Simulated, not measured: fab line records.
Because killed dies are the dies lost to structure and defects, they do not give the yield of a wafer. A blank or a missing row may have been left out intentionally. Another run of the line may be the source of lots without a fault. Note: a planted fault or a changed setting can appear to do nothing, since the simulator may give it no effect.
Matching of chambers	flow rit-cmos	wet-bench-02 running RIT_FOX1_WET_ETCH_02: 3 sister chambers
The step etches SiO2 in BOE, target depth 350 nm, time 390 s. 6 wafers are shown with their chamber, then 5 later ones without.

EACH WAFER AND ITS CHAMBER
wafer	chamber	run-length-s (s)
L514.2	1	416.3
L514.3	1	416.3
L521.3	0	416.6
L526.2	3	416.7
L526.4	3	416.7
L527.1	0	416.4

WAFERS WHOSE CHAMBER IS MISSING
wafer	run-length-s (s)
L527.4	416.4
L527.5	416.4
L530.2	416.6
L530.4	416.6
L530.6	416.6

THE CHAMBER EACH PASSED THROUGH
wafer	from the rows above	in truth
L527.4	can't be placed: 1 or 0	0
L527.5	can't be placed: 1 or 0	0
L530.2	can't be placed: 3 or 0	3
L530.4	can't be placed: 3 or 0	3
L530.6	can't be placed: 3 or 0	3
Correctly placed: 0 of 5. Can't be placed from these rows: 5 (the true chamber is among the candidates in 5). Placed wrongly: 0.
How it was worked out, from the rows above alone: a wafer's distance from a chamber is the root of the sum, over the readings, of the square of ((its reading less the chamber's mean) divided by the reading's scatter). The wafer belongs to the nearest chamber; if the next one is less than 2 further off, it can't be placed. For every chamber, the mean is computed from those of its wafers that are shown. The scatter is the square root of a quotient: the sum, over the shown wafers, of each reading's squared deviation from its chamber's mean, divided by wafers minus chambers.
